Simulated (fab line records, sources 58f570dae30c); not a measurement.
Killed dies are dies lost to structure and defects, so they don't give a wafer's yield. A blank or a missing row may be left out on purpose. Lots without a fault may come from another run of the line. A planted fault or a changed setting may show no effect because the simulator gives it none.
Which tool did it? | flow berkeley_cmos170 | 14 lots, 42 wafers sampled, at 1 step of a route of 331

WHAT THE GAUGES READ, wafer by wafer
UCB170_PWELL_OVL_MEAS_13. Usual: PWELL_OVL -2 nm, standard deviation 5.
lot  | measured    | on         | PWELL_OVL (nm) | flag
L197 | day 3 19:33 | overlay-02 | 0 3 1          |
L196 | day 3 19:34 | overlay-01 | -8 -5 -7       |
L198 | day 3 23:43 | overlay-01 | 2 -7 -3        |
L199 | day 4 12:05 | overlay-01 | -12 -3 -6      |
L200 | day 4 15:22 | overlay-02 | -5 -1 -2       |
L202 | day 4 22:05 | overlay-01 | 1 4 8          |
L203 | day 4 23:05 | overlay-02 | 10 4 13        |
L204 | day 5 05:52 | overlay-02 | -5 -7 -1       |
L205 | day 5 15:44 | overlay-02 | -1 -4 -5       |
L208 | day 6 02:55 | overlay-01 | -6 -1 -9       |
L207 | day 6 03:12 | overlay-02 | 7 4 0          |
L213 | day 7 04:31 | overlay-02 | -4 -4 1        |
L215 | day 7 18:04 | overlay-02 | -2 -9 -3       |
L216 | day 7 20:53 | overlay-02 | -3 -7 4        |

WHICH TOOL RAN EACH LOT (tool, then ch and the chambers of the sampled wafers, then the start)
The record holds no process step before these readings.

WHAT THE TOOLS THEMSELVES READ (means of the sampled wafers that have a number; where no wafer has one, the mark that the record gives instead)
The record holds no such reading with a usual standard deviation.

THE ANSWER, worked out from the rows above alone
Rule: a lot is off if the mean of its wafers that have a number lies more than 3 standard deviations from the usual mean. A lot without any number at a reading at which 4 lots or more have one is off too. The other lots that the step has rows for count as sound. The gauges are gone through in route order, then the tools' own readings, and for those a lot's mean is taken as printed above. The first step at which some lot is off is used, and at that step the reading that is off furthest; a lot without a number counts as furthest.
No lot is off at any reading shown: from this, nothing can be told.

WHAT THE SIMULATOR HAD PUT IN
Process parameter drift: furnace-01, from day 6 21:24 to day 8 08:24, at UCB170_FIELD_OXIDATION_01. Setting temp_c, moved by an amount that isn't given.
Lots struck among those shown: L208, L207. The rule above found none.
